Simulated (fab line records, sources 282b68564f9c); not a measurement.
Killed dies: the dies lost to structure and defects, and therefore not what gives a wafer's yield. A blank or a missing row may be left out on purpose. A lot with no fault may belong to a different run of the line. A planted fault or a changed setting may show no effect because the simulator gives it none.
What tool caused it? | flow rit cmos | 15 lots, 45 wafers sampled, at 2 steps of a route of 202

## WHAT EACH GAUGE READ, for each wafer
Not one reading of a measure or inspect step in the record can be checked against a usual standard deviation.

## TOOL THAT RAN EACH LOT (tool first, then ch and the chambers of the sampled wafers, then the start)
lot  | RIT_SILICIDE_WET_ETCH_05       | RIT_M1_PROBE_99
L981 | wet bench-04 ch 1, day 3 14:52 | prober-02, day 3 21:23
L980 | wet bench-03 ch 0, day 3 14:59 | prober-01, day 3 22:50
L982 | wet bench-04 ch 0, day 4 00:13 | prober-02, day 4 06:58
L989 | wet bench-03 ch 1, day 5 08:43 | prober-01, day 5 15:12
L990 | wet bench-02 ch 2, day 5 14:45 | prober-02, day 5 21:24
L991 | wet bench-04 ch 3, day 5 19:31 | prober-02, day 6 02:19
L992 | wet bench-03 ch 1, day 5 23:50 | prober-01, day 6 06:31
L993 | wet bench-04 ch 2, day 6 03:44 | prober-02, day 6 10:10
L995 | wet bench-03 ch 0, day 6 13:25 | prober-02, day 6 19:48
L996 | wet bench-04 ch 0, day 6 18:25 | prober-01, day 7 00:48
L997 | wet bench-04 ch 2, day 7 00:08 | prober-02, day 7 06:38
L998 | wet bench-02 ch 1, day 7 04:32 | prober-01, day 7 11:11
L999 | wet bench-04 ch 2, day 7 09:14 | prober-02, day 7 15:47
L101 | wet bench-03 ch 0, day 7 22:40 | prober-02, day 8 05:07
L102 | wet bench-02 ch 2, day 8 05:14 | prober-01, day 8 11:46
- RIT_SILICIDE_WET_ETCH_05: etches Ti in SPM, time 120 s.
- RIT_M1_PROBE_99

## WHAT THE TOOLS THEMSELVES READ (means of the sampled wafers that have a number; where no wafer has one, the mark that the record gives instead)
RIT_SILICIDE_WET_ETCH_05. Usual: bath guard temp C 90.0 C, standard deviation 0.58; bath heat duty pct 13.8 %, standard deviation 1.7.
lot  | tool         | bath guard temp C (C) | bath heat duty pct (%) | flag
L981 | wet bench-04 | 90.4                  | 11.1                   |
L980 | wet bench-03 | 89.0                  | 14.0                   |
L982 | wet bench-04 | 91.0                  | 13.0                   |
L989 | wet bench-03 | -                     | -                      | OFF
L990 | wet bench-02 | -                     | -                      | OFF
L991 | wet bench-04 | -                     | -                      | OFF
L992 | wet bench-03 | 89.6                  | 12.3                   |
L993 | wet bench-04 | 90.0                  | 13.8                   |
L995 | wet bench-03 | 89.0                  | 13.6                   |
L996 | wet bench-04 | 90.9                  | 13.8                   |
L997 | wet bench-04 | 90.0                  | 14.4                   |
L998 | wet bench-02 | 89.9                  | 13.9                   |
L999 | wet bench-04 | 89.7                  | 14.0                   |
L101 | wet bench-03 | 89.0                  | 13.8                   |
L102 | wet bench-02 | 89.7                  | 17.5                   |

RIT_M1_PROBE_99. Usual: killed at contacts 0.1, standard deviation 0.31; killed at front end 6.3, standard deviation 2.7; killed dies 6.4, standard deviation 2.7; killed on rim 1.7, standard deviation 1.4; killed open 3.3, standard deviation 2; killed short 3, standard deviation 1.8.
lot  | tool      | killed at contacts | killed at front end | killed dies | killed on rim | killed open | killed short | flag
L981 | prober-02 | 0.0                | 7.7                 | 7.7         | 3.0           | 3.3         | 4            |
L980 | prober-01 | 0.0                | 4.3                 | 4.3         | 0.7           | 1.7         | 3            |
L982 | prober-02 | 0.0                | 6.3                 | 6.3         | 1.7           | 3.3         | 3            |
L989 | prober-01 | 0.0                | 264.0               | 264.0       | 70.0          | 3.7         | 4            | OFF
L990 | prober-02 | 0.0                | 264.0               | 264.0       | 70.0          | 3.7         | 2            | OFF
L991 | prober-02 | 0.0                | 264.0               | 264.0       | 70.0          | 5.0         | 2            | OFF
L992 | prober-01 | 0.7                | 6.7                 | 7.3         | 1.7           | 3.3         | 4            |
L993 | prober-02 | 0.0                | 6.3                 | 6.3         | 1.3           | 3.3         | 3            |
L995 | prober-02 | 0.0                | 8.7                 | 8.7         | 2.7           | 4.0         | 5            |
L996 | prober-01 | 0.3                | 4.3                 | 4.7         | 0.7           | 1.7         | 2            |
L997 | prober-02 | 0.3                | 5.7                 | 6.0         | 1.3           | 2.7         | 3            |
L998 | prober-01 | 0.3                | 4.0                 | 4.3         | 1.3           | 1.3         | 3            |
L999 | prober-02 | 0.0                | 4.3                 | 4.3         | 1.7           | 3.0         | 1            |
L101 | prober-02 | 0.0                | 7.0                 | 7.0         | 1.3           | 3.0         | 4            |
L102 | prober-01 | 0.3                | 4.3                 | 4.7         | 1.0           | 2.7         | 2            |

## THE ANSWER, worked out from the rows above alone
Rule: take the mean of a lot's wafers that have a number; if it is more than 3 standard deviations from the usual mean, the lot is off. A lot without any number at a reading at which 4 lots or more have one is off too. All remaining lots with rows at the step are treated as sound. After the gauges, taken in route order, come the tools' own readings; for these a lot's mean is taken, as printed above. The first step at which some lot is off is used, and at that step the reading that is off furthest; a lot without a number counts as furthest.
Off: L989, L990, L991, at RIT_SILICIDE_WET_ETCH_05 (bath guard temp C). Without a number there: L989, L990, L991.
A tool fits if, at that step or a process step before it, it ran every lot that is off, and no sound lot after the first of them. Of those tried, none fits.

## WHAT THE SIMULATOR HAD INSERTED
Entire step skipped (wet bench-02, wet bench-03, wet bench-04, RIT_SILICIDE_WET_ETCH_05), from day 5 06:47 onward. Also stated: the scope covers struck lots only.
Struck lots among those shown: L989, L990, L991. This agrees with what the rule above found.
